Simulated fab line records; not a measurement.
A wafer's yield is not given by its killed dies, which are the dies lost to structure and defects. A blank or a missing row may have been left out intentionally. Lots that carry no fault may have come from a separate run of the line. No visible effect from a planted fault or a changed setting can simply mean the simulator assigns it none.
Split-lot trial | flow berkeley-cmos170 | 23 wafers read across 5 lots, on a route 331 steps long

== ON THE SPLIT ==
At UCB170_CONTACT_EXPOSE_12 (exposes mask CONT, target cd 700 nm), the setting dose-mj was moved away from the recipe's 35 on 8 of the 23 wafers read, by +3.1% to +6.8%. For the rest of the wafers, this setting stayed at what the recipe calls for.

== FROM THE SPLIT TO THE READING: what the file shows between them, 6 steps ==
- UCB170_CONTACT_PEB_13
- UCB170_CONTACT_DEVELOP_14: develop time 45 s
- UCB170_CONTACT_CD_MEAS_15: target cd 700 nm
- UCB170_CONTACT_ETCH_17: etches BARC in N2/H2
- UCB170_CONTACT_ETCH_18: etches PSG in CHF3/CF4/Ar, stops on TiSi2, target depth 840 nm, time 195 s
- UCB170_CONTACT_STRIP_19: strips in O2

== THE READING ==
Shown in nm: cd-nm at UCB170_CONTACT_CD_MEAS_90, with target cd 700 nm. Fault-free wafers of this fab line usually give 699.8 nm, standard deviation 1.2 nm.

wafer  | tool, chamber at the split | dose-mj as run | against the recipe | cd-nm, nm | against lot-mates on the recipe
L077.1 | krf-scanner-01, 0          | 35             | recipe             | 699.7     | -
L077.2 | krf-scanner-01, 0          | 35             | recipe             | 699.2     | -
L077.3 | krf-scanner-01, 0          | 35             | recipe             | 700.3     | -
L077.4 | krf-scanner-01, 0          | 35             | recipe             | 700.0     | -
L077.6 | krf-scanner-01, 0          | 35             | recipe             | 698.8     | -
L076.2 | krf-scanner-02, 0          | 36.07          | +3.1%              | 704.5     | +5.4
L076.3 | krf-scanner-02, 0          | 36.07          | +3.1%              | 704.4     | +5.3
L076.4 | krf-scanner-02, 0          | 36.07          | +3.1%              | 705.2     | +6.1
L076.5 | krf-scanner-02, 0          | 35             | recipe             | 698.5     | -
L076.6 | krf-scanner-02, 0          | 35             | recipe             | 699.7     | -
L080.3 | krf-scanner-01, 0          | 35             | recipe             | 701.3     | -
L080.4 | krf-scanner-01, 0          | 35             | recipe             | 699.4     | -
L080.5 | krf-scanner-01, 0          | 35             | recipe             | 700.8     | -
L079.1 | krf-scanner-02, 0          | 37.39          | +6.8%              | 714.7     | +14.6
L079.3 | krf-scanner-02, 0          | 35             | recipe             | 700.3     | -
L079.4 | krf-scanner-02, 0          | 37.39          | +6.8%              | 711.0     | +10.9
L079.5 | krf-scanner-02, 0          | 35             | recipe             | 698.8     | -
L079.6 | krf-scanner-02, 0          | 35             | recipe             | 701.3     | -
L085.1 | krf-scanner-02, 0          | 36.97          | +5.6%              | 707.8     | +11.2
L085.2 | krf-scanner-02, 0          | 36.97          | +5.6%              | 708.5     | +12.0
L085.4 | krf-scanner-02, 0          | 35             | recipe             | 697.1     | -
L085.5 | krf-scanner-02, 0          | 35             | recipe             | 696.0     | -
L085.6 | krf-scanner-02, 0          | 36.97          | +5.6%              | 708.7     | +12.2

FIT RESULTS
A straight line over all 23 wafers: cd-nm changes by +1.78 nm for each +1% of dose-mj; r = +0.96; the points scatter about the line by 1.5 nm.
The same after taking each lot's own level away (the mean of its wafers on the recipe; 23 wafers): +1.96 nm for each +1%; r = +0.98; scatter 0.94 nm.
That fit puts the effect of the largest move of dose-mj on the reading at 13 nm.
The span of the lots' own levels, 696.55 to 700.50 nm, comes to 3.3 times the standard deviation stated above.
Hence the lot-to-lot level has little effect on the slope; both slopes agree.
Check: +13.1 nm against its lot-mates is what the line predicts for one of the wafers moved furthest among these (+6.8%) when that wafer is left out of the fit. It came out at +14.6 nm against them.

== THE OTHER SPLITS THESE WAFERS WENT THROUGH ==
Note: prior to the reading, these wafers also went through further splits. Each is held against what the fit with the lots' levels taken away leaves over:
other split on the same wafers       | wafers away from the commonest value | r with cd-nm (lot level and that fit taken away)
UCB170_NSD_PEB_04 peb-temp-c         | 6                                    | +0.10
UCB170_SILICIDE_SPUTTER_01 power-w   | 6                                    | -0.32
UCB170_CONTACT_COAT_10 resist-thk-nm | 10                                   | -0.50

== THE WHOLE CHAIN: every reading that the file lists as answering this split, in the file's order ==
step                      | what it does         | reading                                                        | change (the file's fit)              | r (the file's)
UCB170_CONTACT_CD_MEAS_15 | target cd 700 nm     | cd-nm                                                          | +1.84 nm for each +1% of the setting | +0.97
UCB170_CONTACT_ETCH_17    | etches BARC in N2/H2 | CONTACT.cd-nm (the simulator's own value, which no gauge read) | +1.9 nm for each +1% of the setting  | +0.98
UCB170_CONTACT_CD_MEAS_90 | target cd 700 nm     | cd-nm                                                          | +1.94 nm for each +1% of the setting | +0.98

== THE FILE'S OWN FIT ==
cd-nm changes by +1.94 nm for each +1% of dose-mj, r = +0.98.
